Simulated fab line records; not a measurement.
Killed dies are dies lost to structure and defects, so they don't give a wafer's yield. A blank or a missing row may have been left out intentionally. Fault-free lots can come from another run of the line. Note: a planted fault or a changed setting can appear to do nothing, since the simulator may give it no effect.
Comparing a struck lot with a sound one ; flow berkeley_cmos170 ; 15 steps out of a route of 331
Sound: wafers L770.4, L770.5, L770.6. Wafers struck: L765.1, L765.4, L765.6. Last of all comes the cause.
At each step with rows: each side's tool, then ch and its chambers, then its first start. Under that, the readings that differ: sound wafers ; struck wafers ; difference of the means ; sigmas: that difference in standard deviations of wafers without a fault.
alike: words and numbers the same on both sides, and readings whose means are apart by under 2 such deviations; not compared: readings that were withheld, readings missing a value for some wafer, numbers with overlapping values and no deviation given by the record, and bounds like >300 which may hide the same value.
A row with sigmas, a row that says differs or no value, or rows on one side alone: a step with any of these is where the two part. When numbers do not overlap yet have no deviation, they are printed without sigmas and do not part them. Lack of a reading on every wafer of one side parts them only where that side has two or more wafers.

first, 1 step without rows for these wafers: UCB170_M2_SOFTBAKE_06 (time 60 s).
UCB170_M2_STRIP_07: strips in O2.
  sound on plasma_asher-02 ch 0,1, day 13 05:31; struck on plasma_asher-04 ch 1, day 11 22:39
  alike: drypump_motor_current_A, oes_product_au, strip_time_to_endpoint_s
  not compared: rf_hours_counter_h
then, 7 steps without rows for these wafers: UCB170_M2_STRIP_08 (strips KrF in DMSO, time 600 s); UCB170_M2_COAT_09; UCB170_M2_COAT_10 (resist thk 900 nm); UCB170_M2_SOFTBAKE_11 (time 60 s); UCB170_M2_EXPOSE_12 (exposes mask METAL2, target cd 700 nm); UCB170_M2_PEB_13; UCB170_M2_DEVELOP_14 (develop time 45 s).
UCB170_M2_CD_MEAS_15 targets a cd of 700 nm.
  struck on cd_sem-02, day 12 01:33; sound on cd_sem-02, day 13 06:40
  alike: cd_nm
UCB170_M2_OVL_MEAS_16:
  struck on overlay-01, day 12 01:40; sound on overlay-02, day 13 06:44
  alike: M2_OVL
UCB170_M2_ETCH_17: etches BARC in N2/H2.
  sound on rie_diel-02 ch 0,1, day 13 06:46; struck on rie_diel-04 ch 0,1,3, day 12 01:43
reading;sound;struck;difference;sigmas
oes_product_au (a.u.);1.044 1.050 1.017;0.976 1.004 0.974;-0.052;-2
  alike: drypump_motor_current_A, throttle_valve_pct
UCB170_M2_METAL_ETCH_18: etches Al in Cl2/BCl3, stops on SiO2, target depth 1170 nm, time 195 s.
  sound on rie_metal-01 ch 0,1, day 13 06:52; struck on rie_metal-04 ch 0,1, day 12 01:45
reading;sound;struck;difference;sigmas
oes_product_au (a.u.);0.840 0.883 0.851;0.792 0.789 0.788;-0.068;-4
run_length_s (s);223.0 223.5 223.6;252.4 252.7 252.4;+29.1;+31
model.KrF_of_M2_COAT_10.thk_nm (nm);193.5 211.3 201;170.6 177.6 182.5;-25.0;
model.SiO2_of_V1_CVD_00.thk_nm (nm);936.7 939.4 936.5;933.2 930.8 932.6;-5.3;
  alike: bcl3_flow_sccm, drypump_motor_current_A, throttle_valve_pct
  not compared: rf_hours_counter_h
UCB170_M2_STRIP_19: strips in O2.
  sound on plasma_asher-02 ch 0,1, day 13 07:01; struck on plasma_asher-02 ch 1, day 12 01:56
  alike: drypump_motor_current_A, oes_product_au
  not compared: rf_hours_counter_h
UCB170_M3_PROBE_99:
  the record holds rows for the sound wafers here (prober-01, day 13 12:50) but none for the struck ones

WHERE THEY PART
First at UCB170_M2_ETCH_17; last, within this record, at UCB170_M3_PROBE_99.

WHY: the cause the simulator had injected
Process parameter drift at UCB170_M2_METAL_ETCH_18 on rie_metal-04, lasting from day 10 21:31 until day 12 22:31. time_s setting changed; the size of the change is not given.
